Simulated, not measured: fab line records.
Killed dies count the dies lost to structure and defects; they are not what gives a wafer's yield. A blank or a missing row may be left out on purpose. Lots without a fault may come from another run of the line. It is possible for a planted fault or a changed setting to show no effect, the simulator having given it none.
8D (eight disciplines) problem report, filled in by code -- flow ritCmos -- the parts of the form that need people (team, actions taken, sign-off) are left out

== 1. WHAT WENT WRONG ==
Wafers without a fault read 3250.6 rpm, standard deviation 2.1; spinSpeedRpm at RIT_PLDD_COAT_01 reads a mean of 3535.7 rpm on 6 wafers belonging to 2 lots. So: +99 or more standard deviations from the usual mean.
The step: resist thk 1000 nm.
Earliest sighting: wafer L343.2 on lithoTrack-04 at day 6 02:34. At this step, 42 wafers from 14 lots have a number in the record. Rule for "out", or "out of limits": more than 4 standard deviations from the usual mean. The other wafers with a number count as sound.

== 2. WHAT IT IS; WHAT IT IS NOT ==
question,is,is not
which readings at this step,spinSpeedRpm,-
which lots,"L343, L345","L328, L330, L332, L333, L334, L337, L338, L340, L341, L342, L346, L350"
which wafers of those lots,all that have a number,-
read on which tools,lithoTrack-04,"lithoTrack-01, lithoTrack-03"
when,from day 6 02:34,"up to then (30 sound wafers); but 6 sound wafers of L346, L350 came after"

== 3. WHAT RULES OUT EACH SUSPECT ==
Counting: any tool at a process step up to the reading is kept as a suspect provided that every lot that is out went through it and no sound lot did after the first of them.
- lithoTrack-04 at RIT_PLDD_COAT_01 (resist thk 1000 nm): kept. Every lot that is out went through it, starting with L343 (day 6 02:34), and after that it ran no sound lot; the last sound lot it ran before then is L341 (day 5 22:27). Its own spinSpeedRpm readings are out on those wafers.
After counting, what remains is lithoTrack-04 at RIT_PLDD_COAT_01.

== 4. THE CAUSE (what the simulator had put in) ==
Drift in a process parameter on lithoTrack-04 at RIT_PLDD_COAT_01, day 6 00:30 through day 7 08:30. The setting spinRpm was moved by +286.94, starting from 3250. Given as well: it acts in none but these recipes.
After counting, this tool was the only one left.

== 5. THE CHAIN OF EFFECTS, in route order ==
One row per reading whose mean, taken over the struck wafers that have a number, lies over 3 standard deviations from the usual. Only readings for which the record gives a usual standard deviation are gone through. hours: the time from each lot's start at the first step in this table that gives one to its start at this step, as a median over the lots. sigmas: the change in usual standard deviations.
hours,step,reading,usual,on struck wafers,change,sigmas
0,RIT_PLDD_COAT_01,spinSpeedRpm,3250.6 rpm,3535.7,+285.1,+99 or more
The process steps in it:
- RIT_PLDD_COAT_01: resist thk 1000 nm.

== 6. WHAT WOULD HAVE CAUGHT IT SOONER ==
In this record no reading fell out of limits until day 6 02:34, 2 hours after the fault had begun at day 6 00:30.
